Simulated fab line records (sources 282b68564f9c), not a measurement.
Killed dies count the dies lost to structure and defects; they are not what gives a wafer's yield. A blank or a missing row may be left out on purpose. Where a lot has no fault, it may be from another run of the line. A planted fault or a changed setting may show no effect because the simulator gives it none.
The same fault as seen by 2 desks    flow ritCmos    each desk has only its own numbers; what lay behind them comes last

== FOR THE TOOL OWNER'S DESK: implanter-03 ==
The tool's own readings at RIT_NSD_IMPLANT_08, given as means over the sampled wafers that have a number, one for each lot that went through this tool. A lot is out of limits, marked OUT, if its mean lies more than 4 standard deviations from the usual mean; the brackets give that distance.
Columns: A = doseIonsCm2 at RIT_NSD_IMPLANT_08, usual 9.999e+14; B = faradayCurrentUA at RIT_NSD_IMPLANT_08, usual 3136; C = tiltDeg at RIT_NSD_IMPLANT_08, usual 6.997 degrees
lot   first seen here  A                            B               C
L961  day 3 05:19      9.992e+14                    3136            6.984
L967  day 4 09:19      9.990e+14                    3156            7.020
L970  day 5 01:26      1.000e+15                    3140            6.989
L971  day 5 03:21      5.515e+14 (-99 or more) OUT  1724 (-21) OUT  6.991
L972  day 5 08:14      5.501e+14 (-99 or more) OUT  1769 (-20) OUT  7.003
Finding of this desk: L971, L972 out of limits; the first was L971 at day 5 03:21, on doseIonsCm2 at RIT_NSD_IMPLANT_08. Within limits: L961, L967, L970.

== FROM THE METROLOGY DESK ==
Means of the sampled wafers that have a number, per lot and without regard to the tool the lot ran on: this is what the gauges read. A lot is out of limits, marked OUT, if its mean lies more than 4 standard deviations from the usual mean; the brackets give that distance.
Columns: A = NSD_TW at RIT_NSD_TW_MEAS_10, usual 3137; B = NSD_RS at RIT_SDANNEAL_RS_MEAS_05, usual 84.54 ohm/sq; C = CONTACT_OVL at RIT_CONTACT_OVL_MEAS_09, usual 1.5 nm
lot   first seen here  A                B                         C
L961  day 3 05:38      3172             84.51                     -0.0
L963  day 3 16:37      3165             84.79                     2.1
L967  day 4 09:37      3158             84.64                     2.1
L970  day 5 01:46      3159             84.61                     3.2
L971  day 5 03:41      2730 (-10) OUT   138.06 (+99 or more) OUT  2.2
L972  day 5 08:32      2751 (-9.7) OUT  137.74 (+99 or more) OUT  0.6
L974  day 5 22:04      3074             84.80                     0.5
L977  day 6 09:44      3164             84.88                     0.6
L979  day 6 20:58      3147             84.72                     0.7
L980  day 7 03:27      3164             84.11                     1.6
L981  day 7 05:20      3184             84.30                     0.2
L982  day 7 11:29      3080             84.61                     0.8
L983  day 7 19:24      3089             84.18                     0.4
L984  day 7 23:16      3185             84.08                     0.8
This desk finds L971, L972 out of limits, with the earliest case on L971 at day 5 03:41 (NSD_TW at RIT_NSD_TW_MEAS_10). Within limits: L961, L963, L967, L970, L974, L977, L979, L980, L981, L982, L983, L984.

== TAKEN TOGETHER ==
An alarm could have come from the tool owner's desk at day 5 03:21, on L971, L972.
At day 5 03:41 the metrology desk could have sounded an alarm, on L971, L972.
On implanter-03, each named lot ran RIT_NSD_IMPLANT_08.

== WHAT THE SIMULATOR PUT IN ==
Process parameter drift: implanter-03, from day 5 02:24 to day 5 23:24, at RIT_NSD_IMPLANT_08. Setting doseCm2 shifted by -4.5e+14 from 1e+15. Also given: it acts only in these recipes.
Shown lots that were struck: L971, L972.
Time in hours from fault onset to the first out-of-limits reading at each desk: tool owner's desk 1, metrology desk 1.
